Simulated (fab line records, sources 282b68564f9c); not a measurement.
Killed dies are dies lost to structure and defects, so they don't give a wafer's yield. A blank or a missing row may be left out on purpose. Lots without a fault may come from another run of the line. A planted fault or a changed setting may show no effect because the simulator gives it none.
Tool commonality check | flow rit_cmos | 14 lots, 42 wafers sampled

WHY IT WAS OPENED
At RIT_NRETRO_TW_MEAS_10 the reading NRETRO_TW is flagged on 2 of 14 lots. Wafers without a fault read 1052, standard deviation 9.1.
Rule: a lot is flagged when every wafer of it that has a number lies more than 4 standard deviations from that mean, or none has a number. The other lots count as sound.

lot  | measured    | on            | NRETRO_TW, wafer by wafer | flag
L206 | day 2 16:57 | film_metro-01 | 1046 1040 1046            |
L207 | day 2 19:34 | film_metro-01 | 1039 1040 1039            |
L209 | day 3 07:14 | film_metro-01 | 1054 1050 1046            |
L210 | day 3 12:16 | film_metro-02 | 1067 1068 1061            |
L211 | day 3 16:06 | film_metro-03 | 1063 1066 1063            |
L214 | day 4 10:31 | film_metro-02 | 1054 1052 1043            |
L219 | day 5 09:52 | film_metro-02 | 970 974 973               | FLAGGED
L221 | day 5 18:55 | film_metro-02 | 974 979 977               | FLAGGED
L222 | day 6 03:13 | film_metro-01 | 1048 1046 1049            |
L223 | day 6 05:44 | film_metro-03 | 1055 1050 1054            |
L224 | day 6 10:03 | film_metro-01 | 1047 1044 1050            |
L225 | day 6 15:19 | film_metro-01 | 1044 1045 1040            |
L226 | day 7 01:45 | film_metro-03 | 1060 1062 1057            |
L227 | day 7 07:04 | film_metro-02 | 1058 1056 1054            |
The numbers of the flagged lots are 974 on average: -78 against the usual, or -9 standard deviations.

WHICH TOOL RAN EACH LOT
The record holds 1 process step before the reading, out of a route of 202 steps. In each cell: the tool, then ch and the chambers that the sampled wafers went through, then the start.
lot  | flag    | RIT_NRETRO_IMPLANT_08
L206 |         | implanter-02 ch 0, day 2 16:38
L207 |         | implanter-01 ch 0, day 2 19:16
L209 |         | implanter-04 ch 0, day 3 06:56
L210 |         | implanter-02 ch 0, day 3 11:56
L211 |         | implanter-02 ch 0, day 3 15:49
L214 |         | implanter-01 ch 0, day 4 10:11
L219 | FLAGGED | implanter-02 ch 0, day 5 09:34
L221 | FLAGGED | implanter-02 ch 0, day 5 18:35
L222 |         | implanter-04 ch 0, day 6 02:54
L223 |         | implanter-01 ch 0, day 6 05:25
L224 |         | implanter-01 ch 0, day 6 09:44
L225 |         | implanter-04 ch 0, day 6 14:59
L226 |         | implanter-01 ch 0, day 7 01:28
L227 |         | implanter-01 ch 0, day 7 06:46
What these steps do:
- RIT_NRETRO_IMPLANT_08
- RIT_NRETRO_TW_MEAS_10

FLAGGED OVER TOTAL, TOOL BY TOOL (the gauges that took the reading come last)
step                  | tool          | lots run | flagged | share of the flagged lots | sound lots run after its first flagged lot
RIT_NRETRO_IMPLANT_08 | implanter-01  | 6        | 0       | none                      | -
RIT_NRETRO_IMPLANT_08 | implanter-02  | 5        | 2       | all                       | 0
RIT_NRETRO_IMPLANT_08 | implanter-04  | 3        | 0       | none                      | -
RIT_NRETRO_TW_MEAS_10 | film_metro-01 | 6        | 0       | none                      | -
RIT_NRETRO_TW_MEAS_10 | film_metro-02 | 5        | 2       | all                       | 1 (L227)
RIT_NRETRO_TW_MEAS_10 | film_metro-03 | 3        | 0       | none                      | -

WHAT THE TABLE ALLOWS
2 rows of the table ran every flagged lot: implanter-02 at RIT_NRETRO_IMPLANT_08, film_metro-02 at RIT_NRETRO_TW_MEAS_10.
- implanter-02 at RIT_NRETRO_IMPLANT_08: 2 of its 5 lots flagged. Its last sound lot is L211 (day 3 15:49), its first flagged lot L219 (day 5 09:34): a fault that began between those two fits. Its own readings lie more than 4 standard deviations out on every wafer of the flagged lots: dose_ions_cm2, faraday_current_uA.
- film_metro-02 at RIT_NRETRO_TW_MEAS_10: 2 of its 5 lots flagged. Sound lots ran on it after the first flagged one (L227), which a lasting fault on the whole tool wouldn't allow.
One tool is left: implanter-02 at RIT_NRETRO_IMPLANT_08.

WHAT THE SIMULATOR HAD PUT IN
Process parameter drift: implanter-02, from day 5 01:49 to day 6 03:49, at RIT_NRETRO_IMPLANT_08. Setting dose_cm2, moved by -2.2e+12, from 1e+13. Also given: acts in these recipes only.
Lots struck among those shown: L219, L221. The rule above found the same.
